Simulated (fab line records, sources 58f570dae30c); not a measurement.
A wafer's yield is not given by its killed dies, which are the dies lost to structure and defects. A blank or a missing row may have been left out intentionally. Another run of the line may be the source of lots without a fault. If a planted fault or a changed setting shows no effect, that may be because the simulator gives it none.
The tool behind it: which one? :: flow berkeleyCmos170 :: 21 wafers from 7 lots sampled at 2 of the route's 331 steps

== WHAT THE GAUGES SHOWED, per wafer ==
UCB170_WELLDRIVE_THK_MEAS_02.
lot: L716
measured: day 3 20:46
on: filmMetro-02
WELLDRIVE_OXIDE_THK (nm): 191 192 192

lot: L719
measured: day 4 06:49
on: filmMetro-04
WELLDRIVE_OXIDE_THK (nm): 206 206 206

lot: L720
measured: day 4 18:49
on: filmMetro-03
WELLDRIVE_OXIDE_THK (nm): 206 207 204

lot: L722
measured: day 4 18:50
on: filmMetro-02
WELLDRIVE_OXIDE_THK (nm): 199 203 201

lot: L725
measured: day 5 21:53
on: filmMetro-02
WELLDRIVE_OXIDE_THK (nm): 196 197 199

lot: L729
measured: day 6 13:08
on: filmMetro-03
WELLDRIVE_OXIDE_THK (nm): 177 173 176

lot: L736
measured: day 7 21:36
on: filmMetro-03
WELLDRIVE_OXIDE_THK (nm): 198 196 198

== WHICH TOOL RAN EACH LOT (tool, then ch and the chambers of the sampled wafers, then the start) ==
lot: L716
UCB170_WELLDRIVE_OXIDATION_01: furnace-03 ch 0, day 3 17:16

lot: L719
UCB170_WELLDRIVE_OXIDATION_01: furnace-01 ch 0, day 4 03:18

lot: L720
UCB170_WELLDRIVE_OXIDATION_01: furnace-02 ch 0, day 4 15:19

lot: L722
UCB170_WELLDRIVE_OXIDATION_01: furnace-02 ch 0, day 4 15:19

lot: L725
UCB170_WELLDRIVE_OXIDATION_01: furnace-03 ch 0, day 5 18:23

lot: L729
UCB170_WELLDRIVE_OXIDATION_01: furnace-03 ch 0, day 6 09:38

lot: L736
UCB170_WELLDRIVE_OXIDATION_01: furnace-01 ch 0, day 7 18:06
- UCB170_WELLDRIVE_OXIDATION_01: target thk 199 nm, ox time 9000 s.

== THE ANSWER, worked out from the rows above alone ==
Rule: the usual values come from the lots themselves. Put in order of their means at a reading, lots are off if they are a third of the lots or fewer, leave a main group of 4 or more, and stand apart from it by a gap of 3 or more times the standard deviation of the main group's means; of several such gaps the widest counts. A main group whose means are all the same, to the digits that the tables above print for the reading, isn't used. Also off: a lot with no number at a reading for which 4 or more lots have one. All remaining lots with rows at the step are treated as sound.
Off: L729, seen at UCB170_WELLDRIVE_THK_MEAS_02 (WELLDRIVE_OXIDE_THK). Mean 200 nm and standard deviation 5 in the main group.
If a tool, at a process step before that reading, ran all the lots that are off and no sound lot after the first of them, it fits. Gauges at UCB170_WELLDRIVE_THK_MEAS_02: tried the same way as those tools. One candidate fits, namely furnace-03 at UCB170_WELLDRIVE_OXIDATION_01. A fault onset in the window from L725 (day 5 18:23, its last sound lot) to L729 (day 6 09:38, its first lot off) fits.

== WHAT HAD BEEN PUT IN BY THE SIMULATOR ==
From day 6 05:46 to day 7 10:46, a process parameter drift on furnace-03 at UCB170_WELLDRIVE_OXIDATION_01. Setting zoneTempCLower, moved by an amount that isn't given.
Struck lots among those shown: L729. The rule above reached the same finding.
